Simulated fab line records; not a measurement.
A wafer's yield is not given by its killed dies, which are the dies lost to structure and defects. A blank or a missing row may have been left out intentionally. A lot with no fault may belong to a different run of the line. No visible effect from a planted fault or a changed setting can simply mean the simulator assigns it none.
Struck lot and sound lot, side by side | flow ritCmos | 12 out of 202 route steps
Sound: these wafers, L671.2, L671.3, L671.4. Struck: wafers L668.1, L668.4, L668.5. The cause is named last.
Order at every step that has rows: each side's tool, ch and its chambers, its first start. Under that, the readings that differ: sound wafers | struck wafers | difference of the means | sigmas: that difference in standard deviations of wafers without a fault.
alike: same words and numbers on both sides, and readings whose means sit less than 2 such deviations apart. not compared: any withheld reading, any reading some wafer has no value for, any bound like >300 that may hide the same value, and any number with overlapping values for which the record gives no deviation.
Wherever a step has rows on one side only, a row that says differs or no value, or a row with sigmas, the two part there. Numbers that have no deviation but don't overlap get no sigmas and don't part them. A reading missing from all wafers of one side parts the sides only when that side holds two or more wafers.

RIT_ACTIVE_BOW_MEAS_00:
  sound on filmMetro-01, day 5 14:01; struck on filmMetro-02, day 4 23:00
  alike: INCOMING_BOW
then, 1 step without rows for these wafers: RIT_ACTIVE_OXIDATION_01 (target thk 46.8 nm, ox time 3360 s).
RIT_ACTIVE_THK_MEAS_02:
  sound on filmMetro-01, day 5 16:05; struck on filmMetro-02, day 5 02:56
  alike: ACTIVE_OXIDE_THK
then, 1 step without rows for these wafers: RIT_ACTIVE_CVD_03 (deposits Si3N4 from SiH2Cl2/NH3, target thk 150 nm, time 1500 s).
RIT_ACTIVE_THK_MEAS_04:
  sound on filmMetro-01, day 5 17:48; struck on filmMetro-02, day 5 05:07
  alike: ACTIVE_NITRIDE_THK
then, 5 steps without rows for these wafers: RIT_ACTIVE_HMDS_05 (prime time 60 s); RIT_ACTIVE_COAT_06 (resist thk 1000 nm); RIT_ACTIVE_SOFTBAKE_07 (time 60 s); RIT_ACTIVE_EXPOSE_08 (exposes mask M1, target cd 1400 nm); RIT_ACTIVE_PEB_09.
RIT_ACTIVE_DEVELOP_10: develop time 50 s.
  sound on lithoTrack-01 ch 0, day 5 18:00; struck on lithoTrack-01, day 5 06:00
  no value came back on the struck wafers for chillPlateTempC (C), developTimeS (s); on the sound wafers chillPlateTempC (C) reads 23.07 22.93 22.84
RIT_ACTIVE_CD_MEAS_11: the cd target is 1400 nm.
  sound on cdSem-01, day 5 18:43; struck on cdSem-01, day 5 06:09
reading   | sound                | struck | difference                    | sigmas
cdNm (nm) | 1398.2 1400.4 1398.1 | - - -  | no value on the struck wafers | 

WHERE THEY PART
First at RIT_ACTIVE_DEVELOP_10; last, within this record, at RIT_ACTIVE_CD_MEAS_11.

WHY: whatever the simulator had introduced
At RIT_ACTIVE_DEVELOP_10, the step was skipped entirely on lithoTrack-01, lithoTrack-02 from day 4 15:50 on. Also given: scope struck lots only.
